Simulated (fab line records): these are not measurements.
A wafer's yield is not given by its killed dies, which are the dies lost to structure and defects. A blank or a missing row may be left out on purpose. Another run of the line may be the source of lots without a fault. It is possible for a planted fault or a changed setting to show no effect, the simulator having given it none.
Problem report, 8D (eight disciplines) form, completed by code    flow berkeley_cmos170    the parts of the form that need people (team, actions taken, sign-off) are left out

## 1. PROBLEM STATEMENT
Wafers without a fault read 49.999, standard deviation 0.018; beam_energy_keV at UCB170_NVT_IMPLANT_07 reads a mean of 46.296 on 9 wafers belonging to 3 lots. So: -99 or more standard deviations from the usual mean.
The first sign was on wafer L879.2 at day 9 02:59, on implanter-03. The record has a number at this step for 21 wafers belonging to 7 lots. Rule for "out" (also "out of limits"): further than 4 standard deviations from the usual mean. The other wafers with a number count as sound.

## 2. WHAT IT IS AND WHAT IT IS NOT
question                     is                      is not
which readings at this step  beam_energy_keV         tilt_deg
which lots                   L879, L880, L882        L870, L871, L888, L891
which wafers of those lots   all that have a number  -
read on which tools          implanter-03            implanter-01, implanter-02
when                         from day 9 02:59        up to then (6 sound wafers); but 6 sound wafers of L888, L891 came after

## 3. WHAT RULES OUT EACH SUSPECT
Counting: any tool at a process step up to the reading is kept as a suspect provided that every lot that is out went through it and no sound lot did after the first of them.
- implanter-03 at UCB170_NVT_IMPLANT_07: kept. All lots that are out passed through it, beginning with L879 at day 9 02:59, and no sound lot followed; its final sound lot before that point was L871 at day 7 05:04. Its own readings are out on those wafers: beam_energy_keV.
After counting, what remains is implanter-03 at UCB170_NVT_IMPLANT_07.

## 4. THE CAUSE (what the simulator had put in)
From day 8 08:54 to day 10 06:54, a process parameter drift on implanter-03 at UCB170_NVT_IMPLANT_07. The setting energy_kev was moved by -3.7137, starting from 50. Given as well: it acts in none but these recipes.
Counting left only this tool.

## 5. THE EFFECT CHAIN, in route order
Each row: a reading where the mean over the struck wafers with a number is more than 3 standard deviations away from the usual. Readings are gone through only where the record gives a usual standard deviation; hours: the median, over the lots, of the time from a lot's start at the first step in this table giving one to that lot's start at this step; sigmas: the change measured in usual standard deviations.
hours  step                   reading          usual   on struck wafers  change  sigmas
0      UCB170_NVT_IMPLANT_07  beam_energy_keV  49.999  46.296            -3.703  -99 or more
The process steps in it:
- UCB170_NVT_IMPLANT_07

## 6. HOW IT WOULD HAVE BEEN CAUGHT EARLIER
In this record the first reading out of limits was taken at day 9 02:59, 18 hours after the fault began at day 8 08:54.
